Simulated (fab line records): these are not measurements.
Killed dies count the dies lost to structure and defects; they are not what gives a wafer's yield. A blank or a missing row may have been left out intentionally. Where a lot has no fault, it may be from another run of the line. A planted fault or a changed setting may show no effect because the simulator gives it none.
Code-filled problem report in 8D (eight disciplines) form	flow ritCmos	the parts of the form that need people (team, actions taken, sign-off) are left out

1. THE ISSUE
Wafers free of any fault read 46.3 nm (standard deviation 0.83) for ACTIVE_OXIDE_THK at RIT_ACTIVE_THK_MEAS_02, against a mean of 51.5 nm on 6 wafers of 2 lots. Measured from the usual mean, that is +6.2 standard deviations.
Seen first at day 3 19:08 on filmMetro-01, wafer L697.1. Wafers with a number at this step in the record: 36, from 12 lots. The rule behind "out" and "out of limits": a value lying over 4 standard deviations away from the usual mean. Any other wafer with a number is counted as sound.

2. WHAT IT IS; WHAT IT IS NOT
question	is	is not
which readings at this step	ACTIVE_OXIDE_THK	-
which lots	L697, L698	L686, L687, L688, L689, L701, L702, L703, L704, L705, L709
which wafers of those lots	all that have a number	-
read on which gauges	filmMetro-01, filmMetro-04	filmMetro-02
when	from day 3 19:08	up to then (12 sound wafers); but 18 sound wafers of L701, L702, L703, L704, L705, L709 came after

3. THE SUSPECTS, EACH WITH WHAT RULES IT OUT
Counting: a tool at any process step up to the reading remains a suspect when it ran all the lots that are out and ran no sound lot after the first of those.
- ruled out: the gauge at RIT_ACTIVE_THK_MEAS_02. Those wafers that are out were read across 2 gauges (filmMetro-01, filmMetro-04).
- furnace-04 at RIT_ACTIVE_OXIDATION_01 (target thk 46.8 nm, ox time 3360 s): kept. All lots that are out passed through it, beginning with L697 at day 3 17:11, and no sound lot followed; its final sound lot before that point was L689 at day 2 01:07. Out on those wafers are its own readings of spikeTcCentreC, spikeTcLoadC, spikeTcSourceC.
Remaining after the count: furnace-04 at RIT_ACTIVE_OXIDATION_01.

4. THE CAUSE (what the simulator had put in)
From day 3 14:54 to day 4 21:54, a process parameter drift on furnace-04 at RIT_ACTIVE_OXIDATION_01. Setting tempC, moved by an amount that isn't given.
The count eliminated every tool but this one.

5. SEQUENCE OF EFFECTS, ordered by route
Each row: a reading whose mean over the struck wafers that have a number lies more than 3 standard deviations from the usual. Only readings whose record carries a usual standard deviation are examined. hours: median over the lots of the time between each lot's start at the first step of this table that gives one and its start at this step. sigmas: the change, counted in usual standard deviations.
hours	step	reading	usual	on struck wafers	change	sigmas
0	RIT_ACTIVE_OXIDATION_01	spikeTcCentreC	1001.8 C	1015.3	+13.5	+12
0	RIT_ACTIVE_OXIDATION_01	spikeTcLoadC	1026.2 C	1039.0	+12.8	+13
0	RIT_ACTIVE_OXIDATION_01	spikeTcSourceC	1025.4 C	1037.2	+11.8	+6.5
2	RIT_ACTIVE_THK_MEAS_02	ACTIVE_OXIDE_THK	46.3 nm	51.5	+5.2	+6.2
Process steps it contains:
- RIT_ACTIVE_OXIDATION_01: target thk 46.8 nm, ox time 3360 s.
Later measuring or inspecting steps at which every struck wafer that the step has a row for has a number for every such reading, and none has moved that far: RIT_NRETRO_OVL_MEAS_06, RIT_REOX_THK_MEAS_04, RIT_NLDD_OVL_MEAS_06.

6. WHAT WOULD HAVE CAUGHT IT SOONER
4 hours passed between the start of the fault at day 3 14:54 and the first reading out of limits at a measuring or inspecting step in this record, taken at day 3 19:08.
At RIT_ACTIVE_OXIDATION_01, the tool's own readings (spikeTcCentreC, spikeTcLoadC, spikeTcSourceC) were out on each struck wafer the step has a row for, so an alarm limit on them would have fired on the first such wafer.
Of the lots that are out (2), L698 began RIT_ACTIVE_OXIDATION_01 on furnace-04 after day 3 19:08. Holding the tool at that time would have saved it.
